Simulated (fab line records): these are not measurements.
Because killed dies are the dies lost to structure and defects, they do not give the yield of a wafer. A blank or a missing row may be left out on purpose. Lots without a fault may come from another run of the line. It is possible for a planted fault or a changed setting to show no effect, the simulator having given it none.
Which of the tools did it? :: flow ritCmos :: 45 wafers from 15 lots sampled at 6 of the route's 202 steps

## WHAT THE GAUGES SHOWED, per wafer
RIT_ACTIVE_CD_MEAS_11: the cd target is 1400 nm. Usual: 1400.7 nm for cdNm, sd 2.2.
lot: L538
measured: day 1 14:32
on: cdSem-01
cdNm (nm): 1401.1 1402.6 1400.4
flag: 

lot: L539
measured: day 1 21:00
on: cdSem-01
cdNm (nm): 1400.9 1401.0 1400.8
flag: 

lot: L540
measured: day 2 01:30
on: cdSem-02
cdNm (nm): 1398.3 1398.2 1401.2
flag: 

lot: L541
measured: day 2 05:37
on: cdSem-01
cdNm (nm): 1406.3 1405.4 1404.8
flag: 

lot: L542
measured: day 2 11:14
on: cdSem-01
cdNm (nm): 1401.4 1398.7 1400.5
flag: 

lot: L543
measured: day 2 15:59
on: cdSem-02
cdNm (nm): 1402.3 1401.3 1401.3
flag: 

lot: L544
measured: day 2 22:25
on: cdSem-01
cdNm (nm): 1401.9 1402.4 1401.6
flag: 

lot: L545
measured: day 3 02:44
on: cdSem-02
cdNm (nm): 1404.9 1403.0 1405.3
flag: 

lot: L546
measured: day 3 06:26
on: cdSem-01
cdNm (nm): 1400.2 1402.8 1404.8
flag: 

lot: L547
measured: day 3 14:48
on: cdSem-02
cdNm (nm): 1399.8 1401.8 1402.4
flag: 

lot: L548
measured: day 3 16:56
on: cdSem-01
cdNm (nm): 1396.5 1397.7 1400.4
flag: 

lot: L549
measured: day 3 21:53
on: cdSem-01
cdNm (nm): 1397.8 1398.3 1395.5
flag: 

lot: L550
measured: day 4 06:10
on: cdSem-02
cdNm (nm): 1400.0 1397.7 1399.0
flag: 

lot: L551
measured: day 4 09:49
on: cdSem-01
cdNm (nm): 1399.3 1398.4 1400.8
flag: 

lot: L552
measured: day 4 12:53
on: cdSem-01
cdNm (nm): 1398.5 1400.4 1400.9
flag: 

RIT_GATE_CD_MEAS_90: the cd target is 150 nm. Usual: 151.0 nm for cdNm, sd 2.1.
lot: L538
measured: day 2 15:13
on: cdSem-01
cdNm (nm): 149.0 149.2 149.3
flag: 

lot: L539
measured: day 2 22:23
on: cdSem-02
cdNm (nm): 151.5 149.8 152.8
flag: 

lot: L540
measured: day 3 04:23
on: cdSem-01
cdNm (nm): 153.5 152.8 151.9
flag: 

lot: L541
measured: day 3 06:19
on: cdSem-01
cdNm (nm): 149.4 147.8 149.8
flag: 

lot: L542
measured: day 3 10:41
on: cdSem-01
cdNm (nm): 151.0 151.4 151.4
flag: 

lot: L543
measured: day 3 19:13
on: cdSem-01
cdNm (nm): 147.3 148.8 149.7
flag: 

lot: L544
measured: day 3 21:19
on: cdSem-01
cdNm (nm): 150.9 149.8 151.2
flag: 

lot: L545
measured: day 4 08:46
on: cdSem-01
cdNm (nm): 152.6 153.2 154.0
flag: 

lot: L546
measured: day 4 13:18
on: cdSem-02
cdNm (nm): 151.9 153.1 152.4
flag: 

lot: L547
measured: day 4 17:10
on: cdSem-02
cdNm (nm): 152.0 154.2 153.4
flag: 

lot: L548
measured: day 4 17:25
on: cdSem-02
cdNm (nm): 152.6 152.8 152.5
flag: 

lot: L549
measured: day 5 08:23
on: cdSem-02
cdNm (nm): 150.4 152.1 151.4
flag: 

lot: L550
measured: day 5 14:52
on: cdSem-01
cdNm (nm): 152.6 154.7 154.0
flag: 

lot: L551
measured: day 6 05:37
on: cdSem-02
cdNm (nm): 150.1 149.9 148.4
flag: 

lot: L552
measured: day 6 08:28
on: cdSem-02
cdNm (nm): 150.9 149.9 150.1
flag: 

RIT_NLDD_TW_MEAS_10. Usual: NLDD_TW 2476, standard deviation 14.
lot: L538
measured: day 2 20:31
on: filmMetro-04
NLDD_TW: 2470 2467 2469
flag: 

lot: L539
measured: day 3 03:40
on: filmMetro-02
NLDD_TW: 2473 2481 2484
flag: 

lot: L540
measured: day 3 09:16
on: filmMetro-04
NLDD_TW: 2476 2468 2478
flag: 

lot: L541
measured: day 3 11:56
on: filmMetro-01
NLDD_TW: 2491 2496 2482
flag: 

lot: L542
measured: day 3 16:23
on: filmMetro-01
NLDD_TW: 2497 2493 2492
flag: 

lot: L543
measured: day 3 23:39
on: filmMetro-02
NLDD_TW: 2479 2482 2469
flag: 

lot: L544
measured: day 4 03:24
on: filmMetro-01
NLDD_TW: 2461 2480 2471
flag: 

lot: L545
measured: day 4 13:58
on: filmMetro-01
NLDD_TW: 2478 2478 2491
flag: 

lot: L546
measured: day 4 20:01
on: filmMetro-04
NLDD_TW: 2473 2471 2490
flag: 

lot: L547
measured: day 4 23:53
on: filmMetro-02
NLDD_TW: 2483 2471 2467
flag: 

lot: L548
measured: day 5 00:07
on: filmMetro-01
NLDD_TW: 2484 2481 2488
flag: 

lot: L549
measured: day 5 15:32
on: filmMetro-02
NLDD_TW: 1326 1325 1335
flag: OFF

lot: L550
measured: day 6 02:28
on: filmMetro-04
NLDD_TW: 1311 1312 1314
flag: OFF

lot: L551
measured: day 6 10:29
on: filmMetro-04
NLDD_TW: 1303 1300 1303
flag: OFF

lot: L552
measured: day 6 12:54
on: filmMetro-04
NLDD_TW: 1308 1303 1313
flag: OFF

RIT_SDANNEAL_RS_MEAS_07: the measuring method here is four-point-probe. Usual: NLDD_RS 151.7 ohm/sq, standard deviation 0.69.
lot: L538
measured: day 3 04:47
on: filmMetro-01
NLDD_RS (ohm/sq): 151.0 151.9 151.5
flag: 

lot: L539
measured: day 3 11:45
on: filmMetro-02
NLDD_RS (ohm/sq): 151.6 151.7 151.1
flag: 

lot: L540
measured: day 3 17:23
on: filmMetro-01
NLDD_RS (ohm/sq): 151.8 152.4 152.1
flag: 

lot: L541
measured: day 3 19:44
on: filmMetro-04
NLDD_RS (ohm/sq): 150.7 150.6 150.8
flag: 

lot: L542
measured: day 4 00:23
on: filmMetro-04
NLDD_RS (ohm/sq): 151.3 151.1 151.0
flag: 

lot: L543
measured: day 4 07:17
on: filmMetro-04
NLDD_RS (ohm/sq): 150.8 151.8 151.6
flag: 

lot: L544
measured: day 4 11:11
on: filmMetro-02
NLDD_RS (ohm/sq): 152.2 152.0 152.0
flag: 

lot: L545
measured: day 4 21:44
on: filmMetro-01
NLDD_RS (ohm/sq): 152.6 151.9 151.7
flag: 

lot: L546
measured: day 5 03:38
on: filmMetro-01
NLDD_RS (ohm/sq): 152.1 152.1 151.5
flag: 

lot: L547
measured: day 5 07:44
on: filmMetro-01
NLDD_RS (ohm/sq): 152.8 153.0 152.7
flag: 

lot: L548
measured: day 5 08:05
on: filmMetro-02
NLDD_RS (ohm/sq): 151.9 151.4 151.5
flag: 

lot: L549
measured: day 5 23:17
on: filmMetro-04
NLDD_RS (ohm/sq): 81.6 81.6 81.5
flag: OFF

lot: L550
measured: day 6 10:54
on: filmMetro-01
NLDD_RS (ohm/sq): 81.7 81.7 81.7
flag: OFF

lot: L551
measured: day 6 19:25
on: filmMetro-01
NLDD_RS (ohm/sq): 82.0 82.0 82.0
flag: OFF

lot: L552
measured: day 6 22:34
on: filmMetro-02
NLDD_RS (ohm/sq): 81.6 81.8 81.6
flag: OFF

## WHAT TOOL EACH LOT RAN ON (gives the tool, then ch and the chambers of the sampled wafers, and finally the start)
lot: L538
RIT_PRETRO_STRIP_09: plasmaAsher-03 ch 0,1, day 2 09:39
RIT_NLDD_IMPLANT_08: implanter-04 ch 0, day 2 20:11

lot: L539
RIT_PRETRO_STRIP_09: plasmaAsher-04 ch 0,1, day 2 14:37
RIT_NLDD_IMPLANT_08: implanter-04 ch 0, day 3 03:20

lot: L540
RIT_PRETRO_STRIP_09: plasmaAsher-04 ch 0,1, day 2 19:58
RIT_NLDD_IMPLANT_08: implanter-02 ch 0, day 3 08:57

lot: L541
RIT_PRETRO_STRIP_09: plasmaAsher-01 ch 0,1, day 3 00:58
RIT_NLDD_IMPLANT_08: implanter-01 ch 0, day 3 11:40

lot: L542
RIT_PRETRO_STRIP_09: plasmaAsher-04 ch 0,1, day 3 04:07
RIT_NLDD_IMPLANT_08: implanter-02 ch 0, day 3 16:04

lot: L543
RIT_PRETRO_STRIP_09: plasmaAsher-04 ch 0,1, day 3 11:48
RIT_NLDD_IMPLANT_08: implanter-01 ch 0, day 3 23:22

lot: L544
RIT_PRETRO_STRIP_09: plasmaAsher-01 ch 0,1, day 3 15:43
RIT_NLDD_IMPLANT_08: implanter-01 ch 0, day 4 03:07

lot: L545
RIT_PRETRO_STRIP_09: plasmaAsher-04 ch 0,1, day 3 21:00
RIT_NLDD_IMPLANT_08: implanter-01 ch 0, day 4 13:39

lot: L546
RIT_PRETRO_STRIP_09: plasmaAsher-04 ch 0,1, day 4 05:16
RIT_NLDD_IMPLANT_08: implanter-04 ch 0, day 4 19:41

lot: L547
RIT_PRETRO_STRIP_09: plasmaAsher-04 ch 0,1, day 4 10:09
RIT_NLDD_IMPLANT_08: implanter-04 ch 0, day 4 23:34

lot: L548
RIT_PRETRO_STRIP_09: plasmaAsher-04 ch 1, day 4 10:28
RIT_NLDD_IMPLANT_08: implanter-01 ch 0, day 4 23:48

lot: L549
RIT_PRETRO_STRIP_09: plasmaAsher-04 ch 0,1, day 4 20:59
RIT_NLDD_IMPLANT_08: implanter-02 ch 0, day 5 15:13

lot: L550
RIT_PRETRO_STRIP_09: plasmaAsher-03 ch 0,1, day 5 03:28
RIT_NLDD_IMPLANT_08: implanter-01 ch 0, day 6 02:08

lot: L551
RIT_PRETRO_STRIP_09: plasmaAsher-03 ch 0,1, day 5 11:12
RIT_NLDD_IMPLANT_08: implanter-01 ch 0, day 6 10:12

lot: L552
RIT_PRETRO_STRIP_09: plasmaAsher-03 ch 0,1, day 5 16:38
RIT_NLDD_IMPLANT_08: implanter-01 ch 0, day 6 12:35
- RIT_PRETRO_STRIP_09: strips in O2, time 180 s.
- RIT_NLDD_IMPLANT_08

## WHAT THE TOOLS THEMSELVES READ (means of the sampled wafers that have a number; where no wafer has one, the mark that the record gives instead)
RIT_PRETRO_STRIP_09. Usual: drypumpMotorCurrentA 5.6 A, standard deviation 0.46; rfReflPowerW 6.5 W, standard deviation 0.85.
lot: L538
tool: plasmaAsher-03
drypumpMotorCurrentA (A): 6.3
rfReflPowerW (W): 6.3
flag: 

lot: L539
tool: plasmaAsher-04
drypumpMotorCurrentA (A): 5.3
rfReflPowerW (W): 6.1
flag: 

lot: L540
tool: plasmaAsher-04
drypumpMotorCurrentA (A): 5.2
rfReflPowerW (W): 6.0
flag: 

lot: L541
tool: plasmaAsher-01
drypumpMotorCurrentA (A): 5.6
rfReflPowerW (W): 8.4
flag: 

lot: L542
tool: plasmaAsher-04
drypumpMotorCurrentA (A): 5.2
rfReflPowerW (W): 6.1
flag: 

lot: L543
tool: plasmaAsher-04
drypumpMotorCurrentA (A): 5.3
rfReflPowerW (W): 6.1
flag: 

lot: L544
tool: plasmaAsher-01
drypumpMotorCurrentA (A): 5.6
rfReflPowerW (W): 8.3
flag: 

lot: L545
tool: plasmaAsher-04
drypumpMotorCurrentA (A): 5.3
rfReflPowerW (W): 6.0
flag: 

lot: L546
tool: plasmaAsher-04
drypumpMotorCurrentA (A): 5.2
rfReflPowerW (W): 6.1
flag: 

lot: L547
tool: plasmaAsher-04
drypumpMotorCurrentA (A): 5.2
rfReflPowerW (W): 6.1
flag: 

lot: L548
tool: plasmaAsher-04
drypumpMotorCurrentA (A): 5.2
rfReflPowerW (W): 6.1
flag: 

lot: L549
tool: plasmaAsher-04
drypumpMotorCurrentA (A): 5.2
rfReflPowerW (W): 6.0
flag: 

lot: L550
tool: plasmaAsher-03
drypumpMotorCurrentA (A): 6.3
rfReflPowerW (W): 6.5
flag: 

lot: L551
tool: plasmaAsher-03
drypumpMotorCurrentA (A): 6.2
rfReflPowerW (W): 6.2
flag: 

lot: L552
tool: plasmaAsher-03
drypumpMotorCurrentA (A): 6.3
rfReflPowerW (W): 6.4
flag: 

RIT_NLDD_IMPLANT_08. Usual: 6.2e-06 Torr for endStationPressureTorr, sd 3.3e-07.
lot: L538
tool: implanter-04
endStationPressureTorr (Torr): 6.5e-06
flag: 

lot: L539
tool: implanter-04
endStationPressureTorr (Torr): 6.2e-06
flag: 

lot: L540
tool: implanter-02
endStationPressureTorr (Torr): 6.4e-06
flag: 

lot: L541
tool: implanter-01
endStationPressureTorr (Torr): 6.3e-06
flag: 

lot: L542
tool: implanter-02
endStationPressureTorr (Torr): 6.2e-06
flag: 

lot: L543
tool: implanter-01
endStationPressureTorr (Torr): 6.0e-06
flag: 

lot: L544
tool: implanter-01
endStationPressureTorr (Torr): 5.9e-06
flag: 

lot: L545
tool: implanter-01
endStationPressureTorr (Torr): 6.3e-06
flag: 

lot: L546
tool: implanter-04
endStationPressureTorr (Torr): 6.3e-06
flag: 

lot: L547
tool: implanter-04
endStationPressureTorr (Torr): 6.3e-06
flag: 

lot: L548
tool: implanter-01
endStationPressureTorr (Torr): 5.9e-06
flag: 

lot: L549
tool: implanter-02
endStationPressureTorr (Torr): 6.1e-06
flag: 

lot: L550
tool: implanter-01
endStationPressureTorr (Torr): 6.4e-06
flag: 

lot: L551
tool: implanter-01
endStationPressureTorr (Torr): 6.4e-06
flag: 

lot: L552
tool: implanter-01
endStationPressureTorr (Torr): 6.0e-06
flag: 

## THE ANSWER, worked out from the rows above alone
Rule: a lot is off if the mean of its wafers that have a number lies more than 3 standard deviations from the usual mean. Also off: a lot with no number at a reading for which 4 or more lots have one. The other lots that the step has rows for count as sound. The gauges are gone through in route order, then the tools' own readings, and for those a lot's mean is taken as printed above. At the first step where some lot is off, the reading lying furthest off is the one used; lots without a number count as furthest.
Off: L549, L550, L551, L552, seen at RIT_NLDD_TW_MEAS_10 (NLDD_TW).
If a tool, at a process step before that reading, ran all the lots that are off and no sound lot after the first of them, it fits. Those tools and the gauges at RIT_NLDD_TW_MEAS_10 are tried in the same way. No candidate that was tried fits.

## WHAT THE SIMULATOR HAD PUT IN
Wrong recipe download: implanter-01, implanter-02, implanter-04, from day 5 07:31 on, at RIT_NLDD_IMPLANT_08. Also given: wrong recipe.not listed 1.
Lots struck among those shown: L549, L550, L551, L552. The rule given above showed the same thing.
